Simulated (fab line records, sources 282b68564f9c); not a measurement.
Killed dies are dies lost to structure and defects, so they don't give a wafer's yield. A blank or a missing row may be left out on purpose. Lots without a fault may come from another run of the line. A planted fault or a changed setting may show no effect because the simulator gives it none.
A struck lot beside a sound one | flow rit_cmos | 43 steps out of a route of 202
Sound: wafers L995.1, L995.3, L995.5. Struck: wafers L103.1, L103.3, L103.5. The cause comes at the end.
At each step with rows: each side's tool, then ch and its chambers, then its first start. Under that, the readings that differ: sound wafers | struck wafers | difference of the means | sigmas: that difference in standard deviations of wafers without a fault.
alike: readings whose means differ by less than 2 such deviations, and words and numbers that are the same on both sides. not compared: withheld readings, readings that some wafer has no value for, bounds like >300 that may hide the same value, and numbers for which the record gives no deviation and whose values overlap.
The two part at a step that has a row with sigmas, a row that says differs or no value, or rows on one side only. Numbers that don't overlap but have no deviation are shown without sigmas and don't part them. A reading that every wafer of one side lacks parts them only if that side has two wafers or more.

first, 2 steps without rows for these wafers: RIT_SPACER_CLEAN_02 (cleans in SC2, time 600 s); RIT_SPACER_CVD_03 (deposits Si3N4 from SiH2Cl2/NH3, target thk 250 nm, time 3300 s).
RIT_SPACER_THK_MEAS_04:
  sound on film_metro-02, day 3 05:58; struck on film_metro-01, day 4 19:50
  alike: SPACER_NITRIDE_THK
RIT_SPACER_ETCHBACK_05: etches Si3N4 in SF6/CHF3, stops on SiO2, target depth 250 nm, time 240 s.
  sound on rie_diel-02 ch 0,1, day 3 06:01; struck on rie_diel-02 ch 0,1, day 4 19:54
  alike: drypump_motor_current_A, oes_product_au, throttle_valve_pct
  not compared: rf_hours_counter_h
then, 6 steps without rows for these wafers: RIT_NSD_HMDS_00 (prime time 60 s); RIT_NSD_COAT_01 (resist thk 1000 nm); RIT_NSD_SOFTBAKE_02 (time 60 s); RIT_NSD_EXPOSE_03 (exposes mask M9, target cd 40700 nm); RIT_NSD_PEB_04; RIT_NSD_DEVELOP_05 (develop time 50 s).
RIT_NSD_OVL_MEAS_06:
  sound on overlay-02, day 3 07:11; struck on overlay-01, day 4 21:02
  alike: NSD_OVL
then, 1 step without rows for these wafers: RIT_NSD_HARDBAKE_07 (time 60 s).
RIT_NSD_IMPLANT_08:
  sound on implanter-04 ch 0, day 3 07:22; struck on implanter-04 ch 0, day 4 21:13
  alike: beam_energy_keV
then, 1 step without rows for these wafers: RIT_NSD_STRIP_09 (strips in O2, time 180 s).
RIT_NSD_TW_MEAS_10:
  sound on film_metro-04, day 3 07:41; struck on film_metro-01, day 4 21:33
  alike: NSD_TW
then, 6 steps without rows for these wafers: RIT_PSD_HMDS_00 (prime time 60 s); RIT_PSD_COAT_01 (resist thk 994.2 nm); RIT_PSD_SOFTBAKE_02 (time 60 s); RIT_PSD_EXPOSE_03 (exposes mask M10, target cd 40900 nm); RIT_PSD_PEB_04; RIT_PSD_DEVELOP_05 (develop time 50 s).
RIT_PSD_OVL_MEAS_06:
  sound on overlay-02, day 3 08:53; struck on overlay-01, day 4 22:35
  alike: PSD_OVL
then, 2 steps without rows for these wafers: RIT_PSD_HARDBAKE_07 (time 60 s); RIT_PSD_IMPLANT_08.
RIT_PSD_STRIP_09: strips in O2, time 180 s.
  sound on plasma_asher-03 ch 0,1, day 3 09:13; struck on plasma_asher-03 ch 0,1, day 4 22:55
  alike: drypump_motor_current_A
  not compared: rf_hours_counter_h
RIT_PSD_TW_MEAS_10:
  sound on film_metro-01, day 3 09:23; struck on film_metro-02, day 4 23:05
  reading | sound          | struck         | difference | sigmas
  PSD_TW  | 3406 3405 3413 | 3510 3519 3492 | +99        | +3
then, 3 steps without rows for these wafers: RIT_SDANNEAL_CLEAN_00 (cleans in SC1, time 600 s); RIT_SDANNEAL_CLEAN_01 (cleans in dHF, time 30 s); RIT_SDANNEAL_CLEAN_02 (cleans in SC2, time 600 s).
RIT_SDANNEAL_RTA_03: time 5 s.
  sound on rtp_anneal-01 ch 0, day 3 09:49; struck on rtp_anneal-01 ch 0, day 4 23:31
  alike: ramp_up_c_per_s, wafer_temp_C_max
RIT_SDANNEAL_RS_MEAS_04: measures by four-point-probe.
  sound on film_metro-01, day 3 09:53; struck on film_metro-04, day 4 23:35
  alike: PSD_RS
RIT_SDANNEAL_RS_MEAS_05: measures by four-point-probe.
  sound on film_metro-01, day 3 10:00; struck on film_metro-04, day 4 23:42
  alike: NSD_RS
RIT_SDANNEAL_RS_MEAS_06: measures by four-point-probe.
  sound on film_metro-01, day 3 10:07; struck on film_metro-04, day 4 23:49
  alike: PLDD_RS
RIT_SDANNEAL_RS_MEAS_07: measures by four-point-probe.
  sound on film_metro-01, day 3 10:14; struck on film_metro-04, day 4 23:56
  alike: NLDD_RS
then, 2 steps without rows for these wafers: RIT_SILICIDE_WET_ETCH_00 (etches SiO2 in BOE, target depth 14 nm, time 15 s); RIT_SILICIDE_SPUTTER_01 (material Ti, target thk 30 nm, time 240 s).
RIT_SILICIDE_RS_MEAS_02: measures by four-point-probe.
  sound on film_metro-03, day 3 10:31; struck on film_metro-03, day 5 00:13
  alike: SILICIDE_TI_RS
RIT_SILICIDE_THK_MEAS_03: measures by xrf.
  sound on film_metro-03, day 3 10:38; struck on film_metro-03, day 5 00:20
  alike: SILICIDE_TI_THK
RIT_SILICIDE_RTA_04: time 10 s, ramp up 5 s, ramp down 5 s.
  sound on rtp_anneal-02 ch 0, day 3 10:42; struck on rtp_anneal-02 ch 0, day 5 00:24
  alike: wafer_temp_C_max
then, 1 step without rows for these wafers: RIT_SILICIDE_WET_ETCH_05 (etches Ti in SPM, time 120 s).
RIT_SILICIDE_RTA_06: time 10 s, ramp up 5 s, ramp down 10 s.
  sound on rtp_anneal-01 ch 0, day 3 10:49; struck on rtp_anneal-01 ch 0, day 5 00:31
  alike: wafer_temp_C_max
then, 1 step without rows for these wafers: RIT_CONTACT_CVD_00 (deposits SiO2 from TEOS, target thk 400 nm, time 61 s).
RIT_M1_PROBE_99:
  sound on prober-01, day 3 17:31; struck on prober-01, day 5 07:19
  reading                                            | sound                | struck               | difference | sigmas
  model.etest.antenna_poly.gate_log10_a_cm2          | -6.598 -7.012 -6.342 | -5.009 -4.914 -4.664 | +1.788     |
  model.etest.nmos_0p15.gate_log10_a_cm2             | -5.597 -5.773 -5.522 | -4.55 -4.478 -4.55   | +1.10      |
  model.etest.gate_to_diffusion_comb.leak_log10_a_um | -12.43 -12.66 -12.42 | -11.62 -11.37 -11.55 | +0.99      |
  model.etest.nmos_0p15.gate_bv_v (V)                | 4.846 4.936 4.814    | 4.045 4.05 4.006     | -0.832     |
  model.etest.nmos_0p3.bv_v (V)                      | 5.536 5.545 5.497    | 5.026 5.042 5.012    | -0.499     |
  model.etest.nmos_0p15.bv_v (V)                     | 5.536 5.544 5.497    | 5.026 5.042 5.012    | -0.499     |
  alike: killed_at_contacts, killed_at_front_end, killed_dies, killed_open, killed_short
  not compared: model.etest.nmos_0p15.drive_ua_um_rim_less_centre, model.etest.nmos_0p15.drive_ua_um_range

WHERE THEY PART
Only at RIT_PSD_TW_MEAS_10, within this record. Later steps at which nothing parts them and some readings are alike: RIT_SDANNEAL_RTA_03, RIT_SDANNEAL_RS_MEAS_04, RIT_SDANNEAL_RS_MEAS_05, RIT_SDANNEAL_RS_MEAS_06, RIT_SDANNEAL_RS_MEAS_07, RIT_SILICIDE_RS_MEAS_02, RIT_SILICIDE_THK_MEAS_03, RIT_SILICIDE_RTA_04, RIT_SILICIDE_RTA_06, RIT_M1_PROBE_99.

WHY: what the simulator had put in
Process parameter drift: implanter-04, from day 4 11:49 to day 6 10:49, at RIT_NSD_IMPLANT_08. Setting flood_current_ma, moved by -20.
